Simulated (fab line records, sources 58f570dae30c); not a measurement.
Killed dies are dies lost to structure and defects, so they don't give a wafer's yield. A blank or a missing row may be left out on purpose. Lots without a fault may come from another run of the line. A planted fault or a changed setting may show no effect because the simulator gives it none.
A struck lot beside a sound one | flow berkeley_cmos170 | 25 steps out of a route of 331
Sound: wafers L795.1, L795.4, L795.6. Struck: wafers L791.1, L791.3, L791.4. The cause comes at the end.
At each step with rows: each side's tool, then ch and its chambers, then its first start. Under that, the readings that differ: sound wafers | struck wafers | difference of the means | sigmas: that difference in standard deviations of wafers without a fault.
alike: readings whose means differ by less than 2 such deviations, and words and numbers that are the same on both sides. not compared: withheld readings, readings that some wafer has no value for, bounds like >300 that may hide the same value, and numbers for which the record gives no deviation and whose values overlap.
The two part at a step that has a row with sigmas, a row that says differs or no value, or rows on one side only. Numbers that don't overlap but have no deviation are shown without sigmas and don't part them. A reading that every wafer of one side lacks parts them only if that side has two wafers or more.

first, 1 step without rows for these wafers: UCB170_PSD_IMPLANT_08.
UCB170_PSD_STRIP_09: strips in O2.
  sound on plasma_asher-03 ch 0,1, day 10 19:18; struck on plasma_asher-02 ch 0,1, day 10 03:22
  reading                      | sound             | struck            | difference | sigmas
  strip_time_to_endpoint_s (s) | 29.23 29.17 29.20 | 29.41 29.43 29.35 | +0.20      | +2
  alike: drypump_motor_current_A, oes_product_au
  not compared: rf_hours_counter_h
UCB170_PSD_TW_MEAS_10:
  sound on film_metro-02, day 10 19:24; struck on film_metro-02, day 10 03:28
  alike: PSD_TW
then, 7 steps without rows for these wafers: UCB170_PSD_CLEAN_11 (cleans in SPM, time 600 s); UCB170_NSD_HMDS_00 (prime time 60 s); UCB170_NSD_COAT_01 (resist thk 900 nm); UCB170_NSD_SOFTBAKE_02 (time 60 s); UCB170_NSD_EXPOSE_03 (exposes mask NSELECT MOD, target cd 1200 nm); UCB170_NSD_PEB_04; UCB170_NSD_DEVELOP_05 (develop time 45 s).
UCB170_NSD_CD_MEAS_06: target cd 1200 nm.
  sound on cd_sem-02, day 10 22:38; struck on cd_sem-02, day 10 05:14
  alike: cd_nm
UCB170_NSD_OVL_MEAS_07:
  sound on overlay-01, day 10 22:45; struck on overlay-02, day 10 05:21
  reading      | sound  | struck   | difference | sigmas
  NSD_OVL (nm) | 11 9 5 | -8 -5 -5 | -14        | -3
UCB170_NSD_IMPLANT_08:
  sound on implanter-02 ch 0, day 10 22:47; struck on implanter-02, day 10 05:23
  no value came back on the struck wafers for beam_energy_keV, beam_on_s (s), end_station_pressure_torr (Torr); on the sound wafers beam_energy_keV reads 40.015 39.998 39.997
UCB170_NSD_STRIP_09: strips in O2.
  sound on plasma_asher-03 ch 0,1, day 10 22:56; struck on plasma_asher-03 ch 0,1, day 10 05:32
  reading                      | sound             | struck            | difference | sigmas
  oes_product_au (a.u.)        | 0.531 0.531 0.544 | 0.736 0.730 0.739 | +0.200     | +48
  strip_time_to_endpoint_s (s) | 35.83 35.85 35.81 | 21.61 21.65 21.65 | -14.19     | -99 or more
  alike: drypump_motor_current_A
  not compared: rf_hours_counter_h
UCB170_NSD_TW_MEAS_10:
  sound on film_metro-02, day 10 23:07; struck on film_metro-01, day 10 05:38
  reading | sound          | struck   | difference | sigmas
  NSD_TW  | 4206 4207 4215 | 30 30 30 | -4179      | -99 or more
then, 4 steps without rows for these wafers: UCB170_NSD_CLEAN_11 (cleans in SPM, time 600 s); UCB170_BACKSIDE_HMDS_00 (prime time 60 s); UCB170_BACKSIDE_COAT_01 (resist thk 900 nm); UCB170_BACKSIDE_SOFTBAKE_02 (time 60 s).
UCB170_BACKSIDE_STRIP_03: strips in O2.
  sound on plasma_asher-03 ch 1, day 11 00:21; struck on plasma_asher-02 ch 0,1, day 10 07:37
  alike: drypump_motor_current_A, oes_product_au, strip_time_to_endpoint_s
  not compared: rf_hours_counter_h
then, 1 step without rows for these wafers: UCB170_BACKSIDE_CLEAN_04 (cleans in SPM, time 600 s).
UCB170_SDANNEAL_RTA_00: time 10 s.
  sound on rtp_anneal-02 ch 0, day 11 00:37; struck on rtp_anneal-01 ch 0, day 10 07:58
  reading            | sound          | struck         | difference | sigmas
  lamp_power_pct (%) | 22.0 22.0 22.0 | 24.9 24.9 24.9 | +2.9       | +2
  alike: wafer_temp_C_max
UCB170_SDANNEAL_RTA_01: time 5 s.
  sound on rtp_anneal-02 ch 0, day 11 00:41; struck on rtp_anneal-01 ch 0, day 10 08:02
  reading            | sound          | struck         | difference | sigmas
  lamp_power_pct (%) | 34.0 34.0 34.0 | 38.5 38.4 38.5 | +4.5       | +2
  alike: wafer_temp_C_max
UCB170_SDANNEAL_RS_MEAS_02: measures by four-point-probe.
  sound on film_metro-02, day 11 00:45; struck on film_metro-02, day 10 08:11
  alike: PSD_RS
UCB170_SDANNEAL_RS_MEAS_03: measures by four-point-probe.
  sound on film_metro-02, day 11 00:52; struck on film_metro-02, day 10 08:19
  reading         | sound             | struck               | difference | sigmas
  NSD_RS (ohm/sq) | 37.19 37.17 37.29 | 133.04 132.86 133.02 | +95.76     | +99 or more

WHERE THEY PART
First at UCB170_PSD_STRIP_09; last, within this record, at UCB170_SDANNEAL_RS_MEAS_03.

WHY: what the simulator had put in
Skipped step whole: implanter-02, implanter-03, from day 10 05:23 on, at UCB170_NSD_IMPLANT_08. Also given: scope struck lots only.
